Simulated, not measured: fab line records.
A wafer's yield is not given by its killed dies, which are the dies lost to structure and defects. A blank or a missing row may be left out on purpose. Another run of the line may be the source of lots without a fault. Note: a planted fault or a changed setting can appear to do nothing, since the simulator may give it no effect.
Which tool was responsible? | flow berkeley cmos170 | 14 lots, 42 wafers sampled, at 2 steps of a route of 331

WHAT THE GAUGES READ, wafer by wafer
UCB170_PWELL_TW_MEAS_17. Usual: PWELL_TW 380, standard deviation 3.
lot  | measured    | on            | PWELL_TW    | flag
L303 | day 3 09:50 | film metro-04 | 383 386 385 |
L304 | day 3 17:49 | film metro-04 | 387 383 386 |
L305 | day 4 03:26 | film metro-03 | 378 378 381 |
L308 | day 4 20:14 | film metro-01 | 376 378 377 |
L310 | day 5 00:52 | film metro-01 | 383 382 381 |
L312 | day 5 04:08 | film metro-01 | 383 381 380 |
L313 | day 5 09:09 | film metro-01 | 383 382 381 |
L315 | day 5 20:26 | film metro-01 | 381 384 380 |
L318 | day 6 13:29 | film metro-04 | 383 384 382 |
L319 | day 6 13:35 | film metro-04 | 381 381 382 |
L322 | day 7 19:31 | film metro-03 | 377 377 378 |
L323 | day 7 19:47 | film metro-04 | 385 383 384 |
L324 | day 7 22:55 | film metro-04 | 384 385 383 |
L325 | day 8 06:40 | film metro-03 | 378 375 377 |

UCB170_PFIELD_OVL_MEAS_06. Usual: PFIELD_OVL 1 nm, standard deviation 5.7.
lot  | measured     | on         | PFIELD_OVL (nm) | flag
L303 | day 4 16:08  | overlay-02 | -9 -4 -12       |
L304 | day 5 04:00  | overlay-01 | 1 7 5           |
L305 | day 5 15:05  | overlay-02 | -8 -5 -11       |
L308 | day 6 04:21  | overlay-02 | -6 -5 0         |
L310 | day 6 08:20  | overlay-02 | 8 8 4           |
L312 | day 6 08:37  | overlay-01 | -4 -5 1         |
L313 | day 6 19:08  | overlay-01 | -5 3 6          |
L315 | day 7 12:02  | overlay-02 | 14 9 3          |
L318 | day 8 02:47  | overlay-01 | -2 -8 -8        |
L319 | day 8 03:08  | overlay-01 | 6 1 -1          |
L322 | day 9 15:43  | overlay-01 | -1 -2 -6        |
L323 | day 10 01:03 | overlay-01 | -6 -2 -6        |
L324 | day 10 00:48 | overlay-01 | 8 -1 5          |
L325 | day 10 00:59 | overlay-02 | 5 8 4           |

WHAT TOOL EACH LOT RAN ON (gives the tool, then ch and the chambers of the sampled wafers, and finally the start)
Record: no process step prior to these readings.

AS READ BY THE TOOLS THEMSELVES (means over the sampled wafers that have a number; for cases with no such wafer, the mark the record gives instead)
The record holds no such reading with a usual standard deviation.

THE ANSWER, worked out from the rows above alone
Rule: a lot counts as off when the mean over its wafers that have a number is more than 3 standard deviations away from the usual mean. A lot without any number at a reading at which 4 lots or more have one is off too. Any other lot the step has rows for is counted as sound. The gauges are gone through in route order, then the tools' own readings, and for those a lot's mean is taken as printed above. At the first step where some lot is off, the reading lying furthest off is the one used; lots without a number count as furthest.
None of the lots is off at any reading shown; this tells nothing.

WHAT THE SIMULATOR HAD INSERTED
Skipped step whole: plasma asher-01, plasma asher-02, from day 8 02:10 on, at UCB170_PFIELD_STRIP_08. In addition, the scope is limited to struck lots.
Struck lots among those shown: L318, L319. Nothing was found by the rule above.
